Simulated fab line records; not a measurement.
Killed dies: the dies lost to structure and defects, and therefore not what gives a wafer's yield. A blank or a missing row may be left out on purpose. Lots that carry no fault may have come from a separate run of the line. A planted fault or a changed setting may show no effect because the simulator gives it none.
Matching of chambers :: flow rit cmos :: RIT_ACTIVE_ETCH_13 on rie diel-04 has 3 sister chambers
The step etches Si3N4 in SF6, stops on SiO2, time 210 s, target depth 210 nm. 3 wafers are shown with their chamber, then 7 later ones without.

== WAFERS, EACH WITH ITS CHAMBER ==
wafer: L280.4
chamber: 1
throttle valve pct (%): 7.36

wafer: L282.2
chamber: 2
throttle valve pct (%): 7.49

wafer: L282.4
chamber: 0
throttle valve pct (%): 7.50

== WAFERS WHOSE CHAMBER IS MISSING ==
wafer: L282.5
throttle valve pct (%): 7.50

wafer: L287.3
throttle valve pct (%): 7.50

wafer: L292.1
throttle valve pct (%): 7.50

wafer: L292.5
throttle valve pct (%): 7.50

wafer: L296.2
throttle valve pct (%): 7.35

wafer: L296.5
throttle valve pct (%): 7.50

wafer: L296.6
throttle valve pct (%): 7.35

== EACH ONE'S CHAMBER ==
wafer: L282.5
from the rows above: can't be placed: 0 or 2
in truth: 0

wafer: L287.3
from the rows above: can't be placed: 0 or 2
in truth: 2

wafer: L292.1
from the rows above: can't be placed: 0 or 2
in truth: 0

wafer: L292.5
from the rows above: can't be placed: 0 or 2
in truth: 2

wafer: L296.2
from the rows above: 1
in truth: 1

wafer: L296.5
from the rows above: can't be placed: 0 or 2
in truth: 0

wafer: L296.6
from the rows above: 1
in truth: 1
2 of 7 placed correctly. Not placeable from these rows: 5 (in 5, the candidates include the true chamber). Wrongly placed: 0.
How it was worked out, from the rows above alone: a wafer's distance from a chamber is the root of the sum, over the readings, of the square of ((its reading less the chamber's mean) divided by the reading's scatter). If the next closest chamber is less than 2 further off than the closest, the wafer can't be placed; otherwise it belongs to the closest. For every chamber, the mean is computed from those of its wafers that are shown. The scatter: root of mean squared gap, hidden wafer to nearest shown wafer, with one shown wafer a chamber.
